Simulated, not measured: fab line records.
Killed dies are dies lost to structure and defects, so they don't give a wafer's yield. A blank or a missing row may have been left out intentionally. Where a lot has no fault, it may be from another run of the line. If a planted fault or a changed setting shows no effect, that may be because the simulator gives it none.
Problem report in the 8D (eight disciplines) form, filled by code ; flow berkeleyCmos170 ; the parts of the form that need people (team, actions taken, sign-off) are left out

== 1. WHAT IS WRONG ==
Mean ACTIVE_OVL at UCB170_ACTIVE_OVL_MEAS_14: -219 nm over 12 wafers in 4 lots; fault-free wafers: 1 nm, standard deviation 5.8. That puts it -38 standard deviations away from the usual mean.
First observed at day 7 02:41: wafer L436.2, on overlay-02. At this step, 48 wafers from 16 lots have a number in the record. Rule for "out" (also "out of limits"): further than 4 standard deviations from the usual mean. The other wafers with a number count as sound.

== 2. WHAT IT IS, WHAT IT ISN'T ==
question;is;is not
which readings at this step;ACTIVE_OVL;-
which lots;L436, L437, L438, L440;L426, L427, L428, L429, L431, L432, L433, L434, L439, L443, L446, L448
which wafers of those lots;all that have a number;-
read on which gauges;overlay-01, overlay-02;-
when;from day 7 02:41;"up to then (24 sound wafers); but 12 sound wafers of L439, L443, L446, L448 came after"

== 3. THE SUSPECTS, EACH WITH WHAT RULES IT OUT ==
Counting: a tool at a process step up to the reading stays a suspect if it ran every lot that is out and no sound lot after the first of them.
- the gauge at UCB170_ACTIVE_OVL_MEAS_14: ruled out. 2 gauges (overlay-01, overlay-02) read the wafers that are out.
- krfScanner-02 at UCB170_ACTIVE_EXPOSE_10 (exposes mask ACTIVE, target cd 1200 nm): kept. It processed each lot that is out, first L436 at day 7 02:11, and no sound lot thereafter; up to then, the last sound lot it processed was L433 at day 6 09:47.
Left after counting: krfScanner-02 at UCB170_ACTIVE_EXPOSE_10.

== 4. THE CAUSE (what the simulator had put in) ==
Scanner matching overlay: krfScanner-02, from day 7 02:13 on, at UCB170_ACTIVE_EXPOSE_10. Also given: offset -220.
Counting left only this tool.

== 5. THE EFFECT CHAIN, in route order ==
Each row: a reading whose mean over the struck wafers that have a number lies more than 3 standard deviations from the usual. Scope: only readings with a usual standard deviation given in the record; hours: median across lots of the time from each lot's start at the first step in this table that gives one to its start at this step; sigmas: change in usual standard deviations.
hours;step;reading;usual;on struck wafers;change;sigmas
0;UCB170_ACTIVE_OVL_MEAS_14;ACTIVE_OVL;1 nm;-219;-220;-38
Later measuring or inspecting steps at which every struck wafer that the step has a row for has a number for every such reading, and none has moved that far: UCB170_FIELD_THK_MEAS_02, UCB170_V1_THK_MEAS_01.

== 6. HOW IT WOULD HAVE BEEN CAUGHT EARLIER ==
In this record the first reading out of limits at a measuring or inspecting step was taken at day 7 02:41, 0 hours after the fault began at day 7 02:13.
Lots out: 4; of these, L440 started UCB170_ACTIVE_EXPOSE_10 on krfScanner-02 after day 7 02:41. It would have been spared by a hold on the tool at that moment.
